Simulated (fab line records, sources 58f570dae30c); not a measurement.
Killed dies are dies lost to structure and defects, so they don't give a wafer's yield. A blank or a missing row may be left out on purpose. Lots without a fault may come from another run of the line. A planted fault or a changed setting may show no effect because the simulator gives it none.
fab line records | flow berkeley_cmos170 | part 2 of 2: steps 30 to 41 of 41
record lots=5 wafers=15 last_day=12
route steps=331 shown WELLDRIVE@55 ACTIVE@60 PFIELD@79 FIELD@89
lots that met no fault: from a run of the same line without faults
start_h: hours from the record's first day to the start of the lot's first wafer shown | wait_h: hours since the lot's step before | " the same as in the row above | L1.1+2: a row that stands for several wafers | - no value, or no start given | * or withheld: withheld | < > ~ a bound
route shown NAME@n: a module of which the file shows steps, and the number in the route of the first | usual: mean/standard deviation of fault-free wafers | same: alike in all rows | chamber/n: place in a boat | sites: the reading at each site | _std_site: their standard deviation | _edge_site: outer sites' mean less inner sites' | radius_mm: how far each site lies from the wafer's centre | mask NAME#n: copy n | behind: the tool/chamber that last shaped the wafer | hold: why the lot was held/for how many hours/how that ended | device: the transistor (n, p or np) that didn't switch | end of line: the same wafers' tests at the end of the route | a step without rows: its recipe alone | killed: dies lost to structure and defects at the first sort, not the wafer's yield | map: a wafer's dies, x killed, . not, _ none there
set.NAME: the setting as run; set.NAME@STEP: as run at that earlier step | model.NAME: the simulator's own value behind a step, which no gauge read
lots at some steps of the route; a table a step, a row a wafer
services: from which hour (start_h, from the record's first day; less than 0 if before it) a tool's chamber was out of use, for how many hours, and why
## steps
# step UCB170_PFIELD_DEVELOP_05
# recipe developer=TMAH develop_time_s=45 resist=KrF dev_temp_c=21
# columns lot.wafer tool chamber start_h wait_h
L076.3+5+6 litho_track-02 0 - -
L077.3+5+6 litho_track-02 0 - -
L078.1+2+6 litho_track-02 0 - -
L080.2+5+6 litho_track-02 0 - -
L092.2+4+6 litho_track-04 0 - -
# step UCB170_PFIELD_OVL_MEAS_06
# usual PFIELD_OVL=-3/6.2
# columns lot.wafer tool chamber start_h wait_h PFIELD_OVL[nm]
L076.3 overlay-01 - 116.73 - -2
L076.5 " - " " 5
L076.6 " - " " -3
L077.3 overlay-02 - 117.01 - -6
L077.5 " - " " -4
L077.6 " - " " -7
L078.1 overlay-02 - 125.26 - -9
L078.2 " - " " 3
L078.6 " - " " -7
L080.2 overlay-02 - 126.72 - 6
L080.5 " - " " -6
L080.6 " - " " 0
L092.2 overlay-02 - 189.96 - -6
L092.4 " - " " 0
L092.6 " - " " 7
# step UCB170_PFIELD_IMPLANT_07
# recipe species=B dose_cm2=2e+13 energy_kev=80 tilt_deg=7
# same implant_ion_amu=11
# columns lot.wafer tool chamber start_h wait_h
L076.3+5+6 implanter-01 0 116.81 0.1
L077.3+5+6 implanter-04 0 117.08 0.1
L078.1+2+6 implanter-04 0 125.30 0.0
L080.2+5+6 implanter-01 0 126.83 0.1
L092.2+4+6 implanter-01 0 190.13 0.2
# step UCB170_PFIELD_STRIP_08
# recipe chemistry=O2 power_w=400 pressure_mtorr=3500 platen_temp_c=withheld o2_flow_sccm=400 overash_fraction=0.5
# usual chamber_pressure_mTorr=3500.1/2.9 drypump_motor_current_A=5.7/0.59 oes_product_au=0.734/0.0048 strip_time_to_endpoint_s=21.65/0.061
# columns lot.wafer tool chamber start_h wait_h chamber_pressure_mTorr drypump_motor_current_A oes_product_au rf_hours_counter_h strip_time_to_endpoint_s
L076.3 plasma_asher-02 1 116.94 0.1 3503.7 6.2 0.736 - 21.58
L076.5 " 0 " " 3500.7 4.7 0.733 - 21.57
L076.6 " 1 " " 3499.6 6.2 0.733 - 21.66
L077.3 plasma_asher-02 0 117.21 0.1 3498.9 4.7 0.735 - 21.58
L077.5 " 0 " " 3500.5 4.7 0.735 - 21.76
L077.6 " 1 " " 3496.6 6.2 0.729 - 21.69
L078.1 plasma_asher-04 1 125.45 0.1 3499.4 5.3 0.739 1 21.72
L078.2 " 0 " " 3503.9 6.0 0.730 1 21.67
L078.6 " 0 " " 3497.9 6.0 0.733 - 21.69
L080.2 plasma_asher-02 0 126.96 0.1 3497.3 4.7 0.730 40 21.57
L080.5 " 1 " " 3502.4 6.3 0.735 - 21.62
L080.6 " 0 " " 3500.1 4.7 0.730 - 21.53
L092.2 plasma_asher-04 0 190.25 0.1 3498.3 6.0 0.729 8 21.63
L092.4 " 1 " " 3500.9 5.3 0.732 - 21.64
L092.6 " 0 " " 3501.1 6.0 0.737 - 21.67
# step UCB170_PFIELD_TW_MEAS_09
# usual PFIELD_TW=606/4.3
# columns lot.wafer tool chamber start_h wait_h PFIELD_TW
L076.3 film_metro-01 - 117.03 0.1 604
L076.5 " - " " 608
L076.6 " - " " 606
L077.3 film_metro-04 - 117.30 0.1 599
L077.5 " - " " 597
L077.6 " - " " 599
L078.1 film_metro-04 - 125.55 0.1 603
L078.2 " - " " 605
L078.6 " - " " 607
L080.2 film_metro-04 - 127.07 0.1 603
L080.5 " - " " 604
L080.6 " - " " 606
L092.2 film_metro-02 - 190.36 0.1 607
L092.4 " - " " 606
L092.6 " - " " 607
# step UCB170_FIELD_CLEAN_00
# recipe chemistry=dHF dilution=25:1 time_s=7.5
# same time_s=7.5
# columns lot.wafer tool chamber start_h wait_h
L076.3+5+6 wet_bench-01 2 117.07 0.0
L077.3+5+6 wet_bench-01 1 117.34 0.0
L078.1+2+6 wet_bench-03 1 125.69 0.1
L080.2+5+6 wet_bench-01 3 127.23 0.1
L092.2+4+6 wet_bench-01 3 190.44 0.1
# step UCB170_FIELD_OXIDATION_01
# recipe temp_c=1000 ambient=H2O p_h2o_torr=584.62 target_thk_a=5583 ox_time_s=7200
# usual ox_temp_c=1000.0/0.39
# columns lot.wafer tool chamber start_h wait_h ox_temp_c
L076.3 furnace-02 0 120.51 3.4 999.1
L076.5 " 0 " " 1000.0
L076.6 " 0 " " 999.4
L077.3 furnace-02 0 120.51 3.2 1000.3
L077.5 " 0 " " 1000.1
L077.6 " 0 " " 1000.0
L078.1 furnace-04 0 128.47 2.8 999.9
L078.2 " 0 " " 999.7
L078.6 " 0 " " 999.5
L080.2 furnace-04 0 128.47 1.2 999.9
L080.5 " 0 " " 999.5
L080.6 " 0 " " 999.8
L092.2 furnace-01 0 193.20 2.8 1000.5
L092.4 " 0 " " 1000.0
L092.6 " 0 " " 1000.0
# step UCB170_FIELD_THK_MEAS_02
# recipe reads=SiO2_of_FIELD_OXIDATION_01
# usual FIELD_OXIDE_THK=557/8.8
# columns lot.wafer tool chamber start_h wait_h FIELD_OXIDE_THK[nm]
L076.3 film_metro-02 - 123.53 0.0 563
L076.5 " - " " 572
L076.6 " - " " 565
L077.3 film_metro-02 - 123.59 0.1 556
L077.5 " - " " 557
L077.6 " - " " 556
L078.1 film_metro-02 - 131.47 0.0 544
L078.2 " - " " 538
L078.6 " - " " 545
L080.2 film_metro-03 - 131.48 0.0 551
L080.5 " - " " 544
L080.6 " - " " 551
L092.2 film_metro-02 - 196.27 0.1 564
L092.4 " - " " 559
L092.6 " - " " 551
# step UCB170_FIELD_ANNEAL_03
# recipe temp_c=1000 time_s=1200 ambient=N2
# same time_s=1200
# columns lot.wafer tool chamber start_h wait_h
L076.3+5+6 furnace-04 0 125.81 2.3
L077.3+5+6 furnace-04 0 125.81 2.2
L078.1+2+6 furnace-04 0 135.74 4.3
L080.2+5+6 furnace-04 0 135.74 4.2
L092.2+4+6 furnace-01 0 200.30 4.0
# step UCB170_FIELD_WET_ETCH_04
# recipe chemistry=dHF dilution=10:1 target=SiO2 temp_c=25 time_s=60
# usual bath_heat_duty_pct=6.2/0.79
# same time_s=60
# columns lot.wafer tool chamber start_h wait_h bath_heat_duty_pct
L076.3 wet_bench-01 1 127.24 0.1 6.7
L076.5 " 1 " " 5.3
L076.6 " 1 " " 4.6
L077.3 wet_bench-01 2 127.24 0.1 6.7
L077.5 " 2 " " 6.6
L077.6 " 2 " " 7.4
L078.1 wet_bench-01 0 137.07 0.0 5.1
L078.2 " 0 " " 5.5
L078.6 " 0 " " 4.9
L080.2 wet_bench-01 3 137.07 0.0 6.4
L080.5 " 3 " " 6.9
L080.6 " 3 " " 7.4
L092.2 wet_bench-01 1 201.64 0.0 5.2
L092.4 " 1 " " 5.3
L092.6 " 1 " " 5.4
# step UCB170_FIELD_WET_ETCH_05
# recipe chemistry=H3PO4 target=Si3N4 temp_c=160 time_s=12600
# usual bath_heat_duty_pct=27/3.4
# same time_s=12600
# columns lot.wafer tool chamber start_h wait_h bath_heat_duty_pct
L076.3 wet_bench-03 0 127.26 0.0 27
L076.5 " 0 " " 25
L076.6 " 0 " " 25
L077.3 wet_bench-03 2 127.26 0.0 30
L077.5 " 2 " " 29
L077.6 " 2 " " 32
L078.1 wet_bench-01 1 137.10 0.0 25
L078.2 " 1 " " 24
L078.6 " 1 " " 27
L080.2 wet_bench-01 2 137.10 0.0 28
L080.5 " 2 " " 27
L080.6 " 2 " " 27
L092.2 wet_bench-03 3 201.66 0.0 29
L092.4 " 3 " " 34
L092.6 " 3 " " 31
# step UCB170_FIELD_WET_ETCH_06
# recipe chemistry=BOE dilution=5:1 target=SiO2 temp_c=25 time_s=22
# usual bath_heat_duty_pct=6.2/0.94
# same time_s=22
# columns lot.wafer tool chamber start_h wait_h bath_heat_duty_pct
L076.3 wet_bench-01 1 130.77 0.0 5.4
L076.5 " 1 " " 5.7
L076.6 " 1 " " 6.2
L077.3 wet_bench-01 0 130.77 0.0 4.9
L077.5 " 0 " " 4.6
L077.6 " 0 " " 5.6
L078.1 wet_bench-04 3 140.61 0.0 6.9
L078.2 " 3 " " 7.2
L078.6 " 3 " " 5.9
L080.2 wet_bench-04 3 140.61 0.0 7.0
L080.5 " 3 " " 7.1
L080.6 " 3 " " 7.0
L092.2 wet_bench-01 3 205.24 0.1 7.5
L092.4 " 3 " " 6.8
L092.6 " 3 " " 7.4
## services
# columns tool chamber start_h hours kind
furnace-02 - 55.79 3.4 pm
rie_diel-01 0 55.87 8.0 repair
krf_scanner-02 - 56.81 4.0 pm
furnace-02 - 63.36 3.5 pm
plasma_asher-01 - 67.08 1.3 repair
rie_diel-02 3 75.11 7.0 repair
rie_diel-04 2 81.43 3.5 repair
krf_scanner-01 - 83.87 0.8 pm
lpcvd-01 - 86.77 0.9 repair
plasma_asher-01 - 90.49 5.7 repair
furnace-04 - 90.56 3.3 pm
rie_diel-01 - 93.73 0.9 repair
plasma_asher-04 - 96.63 1.1 repair
krf_scanner-01 - 103.31 21.0 pm
plasma_asher-04 - 108.75 9.0 pm
wet_bench-04 - 120.44 3.1 repair
plasma_asher-01 - 122.33 3.5 repair
krf_scanner-02 - 128.14 1.3 pm
implanter-04 - 141.51 3.3 pm
krf_scanner-02 - 144.60 2.0 repair
furnace-04 - 150.67 2.6 pm
krf_scanner-02 - 158.40 3.6 repair
lpcvd-01 - 175.74 14.6 pm
plasma_asher-02 - 183.25 2.7 repair
